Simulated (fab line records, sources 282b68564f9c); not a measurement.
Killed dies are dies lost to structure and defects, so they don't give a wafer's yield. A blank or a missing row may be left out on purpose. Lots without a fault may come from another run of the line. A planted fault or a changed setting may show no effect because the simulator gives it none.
A struck lot beside a sound one | flow rit_cmos | 15 steps out of a route of 202
Sound: wafers L108.3, L108.4, L108.6. Struck: wafers L100.2, L100.3, L100.5. The cause comes at the end.
At each step with rows: each side's tool, then ch and its chambers, then its first start. Under that, the readings that differ: sound wafers | struck wafers | difference of the means | sigmas: that difference in standard deviations of wafers without a fault.
alike: readings whose means differ by less than 2 such deviations, and words and numbers that are the same on both sides. not compared: withheld readings, readings that some wafer has no value for, bounds like >300 that may hide the same value, and numbers for which the record gives no deviation and whose values overlap.
The two part at a step that has a row with sigmas, a row that says differs or no value, or rows on one side only. Numbers that don't overlap but have no deviation are shown without sigmas and don't part them. A reading that every wafer of one side lacks parts them only if that side has two wafers or more.

RIT_NSD_TW_MEAS_10:
  sound on film_metro-04, day 6 15:19; struck on film_metro-04, day 5 05:49
  alike: NSD_TW
then, 6 steps without rows for these wafers: RIT_PSD_HMDS_00 (prime time 60 s); RIT_PSD_COAT_01 (resist thk 1000 nm); RIT_PSD_SOFTBAKE_02 (time 60 s); RIT_PSD_EXPOSE_03 (exposes mask M10, target cd 40900 nm); RIT_PSD_PEB_04; RIT_PSD_DEVELOP_05 (develop time 50 s).
RIT_PSD_OVL_MEAS_06:
  sound on overlay-02, day 6 16:25; struck on overlay-02, day 5 07:01
  alike: PSD_OVL
then, 2 steps without rows for these wafers: RIT_PSD_HARDBAKE_07 (time 60 s); RIT_PSD_IMPLANT_08.
RIT_PSD_STRIP_09: strips in O2, time 180 s.
  sound on plasma_asher-02 ch 0,1, day 6 16:48; struck on plasma_asher-02 ch 0,1, day 5 07:23
  alike: drypump_motor_current_A
  not compared: rf_hours_counter_h
RIT_PSD_TW_MEAS_10:
  sound on film_metro-02, day 6 16:56; struck on film_metro-01, day 5 07:34
  alike: PSD_TW
RIT_SDANNEAL_CLEAN_00: cleans in SC1, time 600 s.
  sound on wet_bench-04 ch 1, day 6 16:59; struck on wet_bench-01 ch 0, day 5 07:37
  reading          | sound             | struck            | difference | sigmas
  run_length_s (s) | 625.4 625.4 625.4 | 645.0 645.0 645.0 | +19.6      | +7
  alike: bath_guard_temp_C
then, 1 step without rows for these wafers: RIT_SDANNEAL_CLEAN_01 (cleans in dHF, time 30 s).
RIT_M1_PROBE_99:
  the record has rows for the sound wafers here (prober-02, day 7 00:53) and none for the struck ones

WHERE THEY PART
First at RIT_SDANNEAL_CLEAN_00; last, within this record, at RIT_M1_PROBE_99.

WHY: what the simulator had put in
Process parameter drift: wet_bench-01, from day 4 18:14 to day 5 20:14, at RIT_SDANNEAL_CLEAN_00. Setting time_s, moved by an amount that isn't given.
